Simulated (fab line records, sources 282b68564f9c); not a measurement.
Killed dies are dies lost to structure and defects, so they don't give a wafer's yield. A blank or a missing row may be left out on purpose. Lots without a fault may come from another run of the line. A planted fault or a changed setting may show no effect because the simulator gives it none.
fab line records | flow rit_cmos
record lots=6 wafers=18 last_day=5
route steps=202 shown NRETRO@63 PRETRO@64 GATE@75 FOX2@80 REOX@98 NLDD@103 M1@202
lots that met no fault: from a run of the same line without faults
start_h: hours from the record's first day to the start of the lot's first wafer shown | wait_h: hours since the lot's step before | " the same as in the row above | L1.1+2: a row that stands for several wafers | - no value, or no start given | * or withheld: withheld | < > ~ a bound
route shown NAME@n: a module of which the file shows steps, and the number in the route of the first | usual: mean/standard deviation of fault-free wafers | same: alike in all rows | chamber/n: place in a boat | sites: the reading at each site | _std_site: their standard deviation | _edge_site: outer sites' mean less inner sites' | radius_mm: how far each site lies from the wafer's centre | mask NAME#n: copy n | behind: the tool/chamber that last shaped the wafer | hold: why the lot was held/for how many hours/how that ended | device: the transistor (n, p or np) that didn't switch | end of line: the same wafers' tests at the end of the route | a step without rows: its recipe alone | killed: dies lost to structure and defects at the first sort, not the wafer's yield | map: a wafer's dies, x killed, . not, _ none there
set.NAME: the setting as run; set.NAME@STEP: as run at that earlier step | model.NAME: the simulator's own value behind a step, which no gauge read
lots at some steps of the route; a table a step, a row a wafer
services: from which hour (start_h, from the record's first day; less than 0 if before it) a tool's chamber was out of use, for how many hours, and why
## steps
# step RIT_NRETRO_TW_MEAS_10
# usual NRETRO_TW=1054/6.8
# columns lot.wafer tool chamber start_h wait_h NRETRO_TW
L588.2 film_metro-03 - 49.72 0.1 1055
L588.4 " - " " 1058
L588.5 " - " " 1064
L589.2 film_metro-03 - 56.08 0.1 1061
L589.4 " - " " 1054
L589.5 " - " " 1058
L591.1 film_metro-04 - 65.31 0.1 1064
L591.2 " - " " 1066
L591.5 " - " " 1062
L596.2 film_metro-01 - 89.81 0.1 1041
L596.4 " - " " 1051
L596.5 " - " " 1045
L597.1 film_metro-01 - 94.47 0.1 1045
L597.2 " - " " 1046
L597.6 " - " " 1045
L598.4 film_metro-04 - 99.58 0.1 1056
L598.5 " - " " 1057
L598.6 " - " " 1062
# step RIT_PRETRO_HMDS_00
# recipe prime_time_s=60 prime_temp_c=140
# step RIT_PRETRO_COAT_01
# recipe resist=NOVOLAK spin_rpm=2000 resist_thk_nm=1300
# step RIT_PRETRO_SOFTBAKE_02
# recipe resist=NOVOLAK temp_c=90 time_s=60
# step RIT_PRETRO_EXPOSE_03
# recipe mask_id=M5 na=0.57 target_cd_nm=43700 dose_mj=250
# step RIT_PRETRO_PEB_04
# recipe resist=NOVOLAK temp_c=withheld time_s=withheld
# step RIT_PRETRO_DEVELOP_05
# recipe resist=NOVOLAK develop_time_s=68 dev_temp_c=23
# step RIT_PRETRO_OVL_MEAS_06
# usual PRETRO_OVL=2.1/1.3
# columns lot.wafer tool chamber start_h wait_h PRETRO_OVL[nm]
L588.2 overlay-01 - 50.78 - 5.0
L588.4 " - " " 4.0
L588.5 " - " " 4.6
L589.2 overlay-01 - 57.09 - 2.3
L589.4 " - " " 1.8
L589.5 " - " " 2.2
L591.1 overlay-01 - 66.39 - 5.5
L591.2 " - " " 4.4
L591.5 " - " " 3.6
L596.2 overlay-01 - 90.74 - 3.7
L596.4 " - " " 2.5
L596.5 " - " " 1.9
L597.1 overlay-01 - 95.54 - 1.4
L597.2 " - " " 2.0
L597.6 " - " " 1.6
L598.4 overlay-01 - 100.67 - 1.8
L598.5 " - " " 1.8
L598.6 " - " " 0.9
# step RIT_PRETRO_HARDBAKE_07
# recipe resist=NOVOLAK temp_c=140 time_s=120
# step RIT_PRETRO_IMPLANT_08
# recipe species=B energy_kev=45 dose_cm2=1.2e+13 tilt_deg=7
# step RIT_PRETRO_STRIP_09
# recipe chemistry=O2 time_s=180 resist=NOVOLAK platen_temp_c=withheld power_w=500 pressure_mtorr=4000 o2_flow_sccm=4000
# usual drypump_motor_current_A=5.4/0.41
# columns lot.wafer tool chamber start_h wait_h drypump_motor_current_A rf_hours_counter_h
L588.2 plasma_asher-02 1 51.21 0.1 5.5 41
L588.4 " 1 " " 5.5 -
L588.5 " 1 " " 5.5 -
L589.2 plasma_asher-01 1 57.52 0.1 4.9 26
L589.4 " 1 " " 4.9 -
L589.5 " 0 " " 5.8 -
L591.1 plasma_asher-03 0 66.92 0.1 4.9 40
L591.2 " 1 " " 5.9 40
L591.5 " 1 " " 5.9 -
L596.2 plasma_asher-01 1 91.17 0.1 4.9 30
L596.4 " 0 " " 5.7 -
L596.5 " 1 " " 4.9 -
L597.1 plasma_asher-03 0 95.97 0.1 4.9 43
L597.2 " 1 " " 5.9 43
L597.6 " 0 " " 4.9 -
L598.4 plasma_asher-01 1 101.15 0.1 4.9 -
L598.5 " 1 " " 4.9 -
L598.6 " 0 " " 5.7 -
# step RIT_PRETRO_TW_MEAS_10
# usual PRETRO_TW=476.1/2.7
# columns lot.wafer tool chamber start_h wait_h PRETRO_TW
L588.2 film_metro-02 - 51.40 0.1 477.2
L588.4 " - " " 478.3
L588.5 " - " " 476.5
L589.2 film_metro-02 - 57.71 0.1 477.1
L589.4 " - " " 479.5
L589.5 " - " " 473.8
L591.1 film_metro-02 - 67.10 0.1 479.2
L591.2 " - " " 476.0
L591.5 " - " " 477.7
L596.2 film_metro-04 - 91.36 0.1 478.3
L596.4 " - " " 477.2
L596.5 " - " " 478.4
L597.1 film_metro-04 - 96.15 0.1 475.5
L597.2 " - " " 476.6
L597.6 " - " " 478.6
L598.4 film_metro-04 - 101.30 0.1 477.6
L598.5 " - " " 477.4
L598.6 " - " " 478.3
# step RIT_GATE_WET_ETCH_00
# recipe chemistry=BOE target=SiO2 target_depth_nm=56 time_s=60 dry=n2_spin dilution=10:1 temp_c=21.5
# columns lot.wafer tool chamber start_h wait_h
L588.2+4+5 wet_bench-02 1 51.45 0.0
L589.2+4+5 wet_bench-03 0 57.76 0.0
L591.1+2+5 wet_bench-04 3 67.16 0.1
L596.2+4+5 wet_bench-04 1 91.41 0.0
L597.1+2+6 wet_bench-02 2 96.21 0.1
L598.4+5+6 wet_bench-04 2 101.33 0.0
# step RIT_GATE_CLEAN_01
# recipe chemistry=SC1 mix=3:3:50 time_s=600 temp_c=75
# step RIT_GATE_CLEAN_02
# recipe chemistry=dHF dilution=50:1 time_s=30
# step RIT_GATE_CLEAN_03
# recipe chemistry=SC2 mix=3:3:50 time_s=600 temp_c=75 dry=n2_spin
# step RIT_GATE_CLEAN_04
# recipe chemistry=dHF dilution=50:1 time_s=60 dry=n2_spin
# step RIT_FOX2_THK_MEAS_91
# recipe reads=SiO2_of_FOX2_OXIDATION_00
# usual FIELD_OXIDE_LEFT_2_THK=252/7
# columns lot.wafer tool chamber start_h wait_h FIELD_OXIDE_LEFT_2_THK[nm]
L588.2 film_metro-02 - 51.89 0.0 247
L588.4 " - " " 244
L588.5 " - " " 248
L589.2 film_metro-04 - 58.19 0.0 243
L589.4 " - " " 247
L589.5 " - " " 250
L591.1 film_metro-03 - 67.59 0.0 251
L591.2 " - " " 260
L591.5 " - " " 258
L596.2 film_metro-02 - 91.83 0.0 260
L596.4 " - " " 257
L596.5 " - " " 257
L597.1 film_metro-02 - 96.62 0.0 243
L597.2 " - " " 241
L597.6 " - " " 244
L598.4 film_metro-04 - 101.77 0.0 247
L598.5 " - " " 243
L598.6 " - " " 248
# step RIT_GATE_OXIDATION_05
# recipe temp_c=900 ambient=O2 target_thk_a=30 ox_time_s=270
# step RIT_GATE_ANNEAL_06
# recipe temp_c=900 time_s=600 ambient=N2O
# step RIT_GATE_THK_MEAS_07
# recipe reads=SiO2_of_GATE_OXIDATION_05
# usual GATE_OXIDE_THK=3.00/0.068
# columns lot.wafer tool chamber start_h wait_h GATE_OXIDE_THK[nm]
L588.2 film_metro-02 - 53.39 0.0 3.05
L588.4 " - " " 3.04
L588.5 " - " " 3.02
L589.2 film_metro-03 - 59.83 0.0 3.00
L589.4 " - " " 3.12
L589.5 " - " " 2.95
L591.1 film_metro-04 - 69.68 0.0 3.01
L591.2 " - " " 3.01
L591.5 " - " " 3.08
L596.2 film_metro-02 - 96.02 0.0 3.02
L596.4 " - " " 2.97
L596.5 " - " " 3.04
L597.1 film_metro-03 - 102.51 0.0 2.90
L597.2 " - " " 2.87
L597.6 " - " " 2.90
L598.4 film_metro-03 - 103.64 0.0 2.99
L598.5 " - " " 2.97
L598.6 " - " " 2.93
# step RIT_GATE_CVD_08
# recipe material=poly-Si target_thk_nm=250 temp_c=610 precursor=SiH4 time_s=2220 pressure_mtorr=300 sih4_flow_sccm=100
# step RIT_GATE_THK_MEAS_09
# recipe reads=poly-Si_of_GATE_CVD_08
# usual GATE_POLY_THK=248.0/2.2
# columns lot.wafer tool chamber start_h wait_h GATE_POLY_THK[nm]
L588.2 film_metro-02 - 55.06 0.0 249.2
L588.4 " - " " 249.8
L588.5 " - " " 248.9
L589.2 film_metro-03 - 61.50 0.0 244.8
L589.4 " - " " 244.2
L589.5 " - " " 246.4
L591.1 film_metro-04 - 71.35 0.0 249.5
L591.2 " - " " 247.6
L591.5 " - " " 248.2
L596.2 film_metro-04 - 97.69 0.0 250.1
L596.4 " - " " 248.4
L596.5 " - " " 249.6
L597.1 film_metro-02 - 104.19 0.0 245.6
L597.2 " - " " 245.2
L597.6 " - " " 245.8
L598.4 film_metro-04 - 105.39 0.0 247.2
L598.5 " - " " 244.2
L598.6 " - " " 245.0
# step RIT_GATE_HMDS_10
# recipe prime_time_s=60 prime_temp_c=140
# step RIT_GATE_COAT_11
# recipe resist=NOVOLAK spin_rpm=4250 resist_thk_nm=850
# step RIT_GATE_SOFTBAKE_12
# recipe resist=NOVOLAK temp_c=90 time_s=60
# step RIT_GATE_EXPOSE_13
# recipe mask_id=M6 na=0.6 source_shape=conventional sigma_outer=0.6 target_cd_nm=150 dose_mj=380
# step RIT_GATE_PEB_14
# recipe resist=NOVOLAK temp_c=withheld time_s=withheld
# step RIT_GATE_DEVELOP_15
# recipe resist=NOVOLAK develop_time_s=50 dev_temp_c=23
# step RIT_GATE_CD_MEAS_16
# recipe target_cd_nm=150
# usual cd_nm=149.9/2.8
# columns lot.wafer tool chamber start_h wait_h cd_nm
L588.2 cd_sem-01 - 55.98 - 148.1
L588.4 " - " " 150.0
L588.5 " - " " 147.9
L589.2 cd_sem-02 - 62.42 - 153.6
L589.4 " - " " 153.2
L589.5 " - " " 154.4
L591.1 cd_sem-01 - 72.39 - 150.0
L591.2 " - " " 150.6
L591.5 " - " " 150.0
L596.2 cd_sem-02 - 98.61 - 150.7
L596.4 " - " " 149.6
L596.5 " - " " 150.5
L597.1 cd_sem-02 - 105.10 - 154.1
L597.2 " - " " 150.5
L597.6 " - " " 153.0
L598.4 cd_sem-01 - 106.45 - 152.5
L598.5 " - " " 153.8
L598.6 " - " " 154.8
# step RIT_GATE_OVL_MEAS_17
# usual GATE_OVL=0.1/1.3
# columns lot.wafer tool chamber start_h wait_h GATE_OVL[nm]
L588.2 overlay-01 - 56.09 0.1 0.1
L588.4 " - " " 0.9
L588.5 " - " " 0.3
L589.2 overlay-02 - 62.53 0.1 -0.7
L589.4 " - " " 0.2
L589.5 " - " " -0.4
L591.1 overlay-02 - 72.51 0.1 -0.5
L591.2 " - " " 0.2
L591.5 " - " " -0.3
L596.2 overlay-01 - 98.72 0.1 -1.0
L596.4 " - " " 0.7
L596.5 " - " " 0.3
L597.1 overlay-02 - 105.22 0.1 1.3
L597.2 " - " " 1.6
L597.6 " - " " 0.6
L598.4 overlay-01 - 106.53 0.1 -0.9
L598.5 " - " " -2.0
L598.6 " - " " -1.5
# step RIT_GATE_HARDBAKE_18
# recipe resist=NOVOLAK temp_c=140 time_s=60
# step RIT_GATE_ETCH_19
# recipe chemistry=SF6/CHF3/O2 time_s=165 SF6_flow_sccm=30 CHF3_flow_sccm=30 O2_flow_sccm=5 target=poly-Si pressure_mtorr=40 rf_w=160 target_depth_a=3125 over_etch_frac=0.25 stop_on=SiO2
# usual drypump_motor_current_A=5.8/0.55 oes_product_au=0.846/0.016 throttle_valve_pct=10.22/0.15
# columns lot.wafer tool chamber start_h wait_h drypump_motor_current_A oes_product_au rf_hours_counter_h throttle_valve_pct
L588.2 rie_si-01 0 56.27 0.1 5.9 0.865 3 10.02
L588.4 " 3 " " 6.1 0.877 151 10.37
L588.5 " 0 " " 6.0 0.861 - 10.02
L589.2 rie_si-02 1 62.71 0.1 6.1 0.833 141 10.41
L589.4 " 3 " " 6.6 0.829 35 10.08
L589.5 " 3 " " 6.6 0.825 - 10.08
L591.1 rie_si-02 0 72.69 0.1 4.8 0.851 81 10.18
L591.2 " 2 " " 5.2 0.819 38 10.41
L591.5 " 1 " " 6.1 0.855 - 10.41
L596.2 rie_si-01 1 98.97 0.1 5.5 0.859 49 10.18
L596.4 " 0 " " 6.0 0.856 4 10.02
L596.5 " 3 " " 6.1 0.875 - 10.37
L597.1 rie_si-02 3 105.40 0.1 6.6 0.823 35 10.09
L597.2 " 2 " " 5.2 0.820 38 10.41
L597.6 " 3 " " 6.6 0.831 - 10.10
L598.4 rie_si-01 2 106.70 0.1 6.0 0.843 1 10.15
L598.5 " 0 " " 5.9 0.846 - 10.00
L598.6 " 1 " " 5.5 0.844 - 10.17
# step RIT_GATE_STRIP_20
# recipe chemistry=O2 time_s=180 resist=NOVOLAK platen_temp_c=withheld power_w=500 pressure_mtorr=4000 o2_flow_sccm=4000
# usual drypump_motor_current_A=5.6/0.51
# columns lot.wafer tool chamber start_h wait_h drypump_motor_current_A rf_hours_counter_h
L588.2 plasma_asher-03 1 56.38 0.1 5.9 39
L588.4 " 0 " " 4.9 -
L588.5 " 1 " " 5.9 -
L589.2 plasma_asher-03 0 62.82 0.1 4.9 39
L589.4 " 0 " " 4.9 -
L589.5 " 0 " " 4.9 -
L591.1 plasma_asher-04 1 72.80 0.1 6.3 46
L591.2 " 0 " " 6.3 46
L591.5 " 1 " " 6.3 -
L596.2 plasma_asher-02 0 99.08 0.1 5.4 46
L596.4 " 0 " " 5.4 -
L596.5 " 1 " " 5.5 -
L597.1 plasma_asher-02 1 105.51 0.1 5.5 47
L597.2 " 0 " " 5.4 47
L597.6 " 0 " " 5.4 -
L598.4 plasma_asher-02 0 106.86 0.1 5.4 -
L598.5 " 0 " " 5.4 -
L598.6 " 1 " " 5.5 -
# step RIT_GATE_CD_MEAS_90
# recipe target_cd_nm=150
# usual cd_nm=149.9/2.8
# columns lot.wafer tool chamber start_h wait_h cd_nm
L588.2 cd_sem-02 - 56.57 0.1 148.0
L588.4 " - " " 149.9
L588.5 " - " " 148.3
L589.2 cd_sem-02 - 63.01 0.1 153.6
L589.4 " - " " 153.7
L589.5 " - " " 154.3
L591.1 cd_sem-02 - 72.98 0.1 150.0
L591.2 " - " " 151.0
L591.5 " - " " 150.3
L596.2 cd_sem-01 - 99.27 0.1 151.3
L596.4 " - " " 150.3
L596.5 " - " " 150.6
L597.1 cd_sem-01 - 105.69 0.1 153.9
L597.2 " - " " 150.4
L597.6 " - " " 152.5
L598.4 cd_sem-02 - 107.04 0.1 152.6
L598.5 " - " " 154.0
L598.6 " - " " 154.7
# step RIT_REOX_CLEAN_00
# recipe chemistry=SC1 mix=3:3:50 time_s=600 temp_c=75
# step RIT_REOX_CLEAN_01
# recipe chemistry=dHF dilution=50:1 time_s=30
# step RIT_REOX_CLEAN_02
# recipe chemistry=SC2 mix=3:3:50 time_s=600 temp_c=75 dry=n2_spin
# step RIT_REOX_OXIDATION_03
# recipe temp_c=900 ambient=O2 target_thk_a=252 ox_time_s=5580
# step RIT_REOX_THK_MEAS_04
# recipe reads=SiO2_of_REOX_OXIDATION_03
# usual REOX_OXIDE_THK=25.3/0.42
# columns lot.wafer tool chamber start_h wait_h REOX_OXIDE_THK[nm]
L588.2 film_metro-02 - 59.62 0.0 24.6
L588.4 " - " " 24.9
L588.5 " - " " 24.7
L589.2 film_metro-03 - 66.07 0.0 25.2
L589.4 " - " " 25.1
L589.5 " - " " 25.2
L591.1 film_metro-01 - 76.01 0.0 25.3
L591.2 " - " " 25.6
L591.5 " - " " 25.6
L596.2 film_metro-02 - 102.30 0.0 25.7
L596.4 " - " " 25.6
L596.5 " - " " 25.5
L597.1 film_metro-01 - 109.58 0.0 25.2
L597.2 " - " " 25.2
L597.6 " - " " 25.6
L598.4 film_metro-02 - 112.16 0.0 24.9
L598.5 " - " " 25.3
L598.6 " - " " 25.5
# step RIT_NLDD_HMDS_00
# recipe prime_time_s=60 prime_temp_c=140
# step RIT_NLDD_COAT_01
# recipe resist=NOVOLAK spin_rpm=3250 resist_thk_nm=1000
# step RIT_M1_PROBE_99
# usual killed_at_front_end=7/3 killed_dies=7/3 killed_on_rim=1.8/1.3 killed_open=3.5/2 killed_short=3.6/2.1
# same gross_dies=264 killed_at_M0_to_M3=0 killed_at_M4_up=0 killed_at_back_side=0 killed_at_contacts=0 killed_at_other=0
# columns lot.wafer tool chamber start_h wait_h killed_at_front_end killed_dies killed_on_rim killed_open killed_short
L588.2 prober-01 - 76.02 0.1 11 11 1 5 6
L588.4 prober-01 - 76.12 0.2 8 8 1 1 7
L588.5 prober-01 - 76.17 0.2 12 12 2 5 7
L589.2 prober-02 - 83.49 0.1 7 7 1 5 2
L589.4 prober-02 - 83.59 0.2 6 6 3 4 2
L589.5 prober-02 - 83.64 0.2 15 15 5 8 7
L591.1 prober-02 - 92.74 0.1 10 10 5 5 5
L591.2 prober-02 - 92.79 0.1 6 6 1 2 4
L591.5 prober-02 - 92.94 0.2 7 7 2 4 3
L596.2 prober-01 - 118.94 0.1 36 36 10 4 3
L596.4 prober-01 - 119.04 0.2 27 27 8 2 2
L596.5 prober-01 - 119.09 0.2 37 37 11 5 6
L597.1 prober-02 - 126.05 0.1 9 9 5 4 5
L597.2 prober-02 - 126.10 0.1 9 9 1 1 8
L597.6 prober-02 - 126.30 0.2 9 9 4 2 7
L598.4 prober-01 - 129.14 0.2 35 35 10 4 0
L598.5 prober-01 - 129.19 0.2 44 44 7 6 6
L598.6 prober-01 - 129.24 0.2 37 37 11 3 3
# killed by level:class
L588.2 REOX:geometric_particle:short=3 GATE:geometric_particle:open=2 FOX1:geometric_particle:open=1 FOX1:geometric_particle:short=1 GATE:geometric_particle:short=1 REOX:geometric_particle:open=1 SPACER:geometric_particle:short=1 SILICIDE:geometric_particle:open=1
L588.4 FOX2:geometric_particle:short=3 SILICIDE:geometric_particle:short=2 FOX2:geometric_particle:open=1 GATE:geometric_particle:short=1 SPACER:geometric_particle:short=1
L588.5 GATE:geometric_particle:short=4 GATE:geometric_particle:open=2 REOX:geometric_particle:short=2 REOX:geometric_particle:open=2 FOX2:geometric_particle:open=1 SILICIDE:geometric_particle:short=1
L589.2 GATE:geometric_particle:open=3 FOX1:geometric_particle:open=1 FOX1:geometric_particle:short=1 SILICIDE:geometric_particle:short=1 SILICIDE:geometric_particle:open=1
L589.4 FOX1:geometric_particle:short=2 GATE:geometric_particle:open=2 SPACER:geometric_particle:open=1 SILICIDE:geometric_particle:open=1
L589.5 SILICIDE:geometric_particle:short=4 FOX2:geometric_particle:open=3 SILICIDE:geometric_particle:open=2 FOX1:geometric_particle:open=1 FOX2:geometric_particle:short=1 GATE:geometric_particle:open=1 GATE:geometric_particle:short=1 REOX:geometric_particle:open=1
L591.1 GATE:geometric_particle:short=3 GATE:geometric_particle:open=3 FOX2:geometric_particle:short=2 SILICIDE:geometric_particle:open=2
L591.2 FOX1:geometric_particle:short=2 FOX1:geometric_particle:open=1 GATE:geometric_particle:short=1 REOX:geometric_particle:open=1 SPACER:geometric_particle:short=1
L591.5 REOX:geometric_particle:open=2 FOX1:geometric_particle:open=1 FOX2:geometric_particle:open=1 FOX2:geometric_particle:short=1 GATE:geometric_particle:short=1 SPACER:geometric_particle:short=1
L596.2 GATE:unspecified=29 FOX1:geometric_particle:short=2 FOX1:geometric_particle:open=2 FOX2:geometric_particle:open=1 GATE:geometric_particle:short=1 SILICIDE:geometric_particle:open=1
L596.4 GATE:unspecified=23 REOX:geometric_particle:short=2 REOX:geometric_particle:open=1 SPACER:geometric_particle:open=1
L596.5 GATE:unspecified=26 GATE:geometric_particle:short=4 GATE:geometric_particle:open=2 SILICIDE:geometric_particle:open=2 FOX2:geometric_particle:open=1 REOX:geometric_particle:short=1 SPACER:geometric_particle:short=1
L597.1 SILICIDE:geometric_particle:short=3 GATE:geometric_particle:open=2 FOX1:geometric_particle:open=1 GATE:geometric_particle:short=1 REOX:geometric_particle:open=1 SPACER:geometric_particle:short=1
L597.2 REOX:geometric_particle:short=3 SPACER:geometric_particle:short=3 SILICIDE:geometric_particle:short=2 REOX:geometric_particle:open=1
L597.6 SPACER:geometric_particle:short=4 REOX:geometric_particle:short=2 FOX2:geometric_particle:open=1 GATE:geometric_particle:short=1 GATE:geometric_particle:open=1
L598.4 GATE:unspecified=31 GATE:geometric_particle:open=2 SPACER:geometric_particle:open=1 SILICIDE:geometric_particle:open=1
L598.5 GATE:unspecified=32 GATE:geometric_particle:open=3 FOX1:geometric_particle:short=2 FOX1:geometric_particle:open=1 GATE:geometric_particle:short=1 REOX:geometric_particle:open=1 REOX:geometric_particle:short=1 SPACER:geometric_particle:open=1
L598.6 GATE:unspecified=31 GATE:geometric_particle:short=2 FOX2:geometric_particle:short=1 GATE:geometric_particle:open=1 SPACER:geometric_particle:open=1 SILICIDE:geometric_particle:open=1
# map L596.5 (x killed, . not)
________.....x._______
_____.............____
____............x..___
___.................__
__.............x...x._
__..................._
_.xxx.......x...x.....
_xxxxx....x...........
_xxxxx................
_xxxxxx...............
__xxxx.........x....x_
__xx.x..............._
___.................__
____......x........___
_____.....x.......____
________......._______
# map L598.5 (x killed, . not)
________......._______
_____.............____
____..........x....___
___...........x.....__
__...x..............._
__.....xx............_
_...x.................
_...................x.
_...xx......x.........
_...xxxxx.............
__xxxxxxx.....x......_
__.xxxxxxx.....x..x.._
___xxxxxx........x..__
____xxxx...........___
_____...x.........____
________......._______
## services
# columns tool chamber start_h hours kind
rie_si-01 3 91.95 5.7 repair
plasma_asher-01 - 98.37 0.4 repair
plasma_asher-01 - 103.03 2.8 pm
rie_si-01 3 106.80 - clean
rie_si-01 3 106.80 28.7 scheduled_down
rie_si-01 3 106.80 28.7 vent_cycle
## key
first_sign step=RIT_M1_PROBE_99 reading=killed_at_front_end direction=up sigmas=9.5 usual=7 struck=36
effect step=RIT_M1_PROBE_99 reading=killed_dies direction=up sigmas=9.5 usual=7 struck=36
met_at RIT_GATE_WET_ETCH_00
struck_wafers L596.2,L596.4,L596.5,L598.4,L598.5,L598.6
tester_left_out L596,L598
onset_between 67.16 91.41
also_fits RIT_PRETRO_STRIP_09:plasma_asher-01,RIT_GATE_ETCH_19:rie_si-01
fault kind=chamber_particle_source tool=wet_bench-04 chamber=- onset_h=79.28 steps=RIT_GATE_WET_ETCH_00 rate_per_visit_cm2=0.90541 end_h=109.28
# tester_left_out: of these lots the tester's yield and bins aren't shown, on N5 and GAA mostly nor the transistor test; their killed dies are dies lost to structure and defects alone, not to doping, threshold or leakage, so they don't give the yield
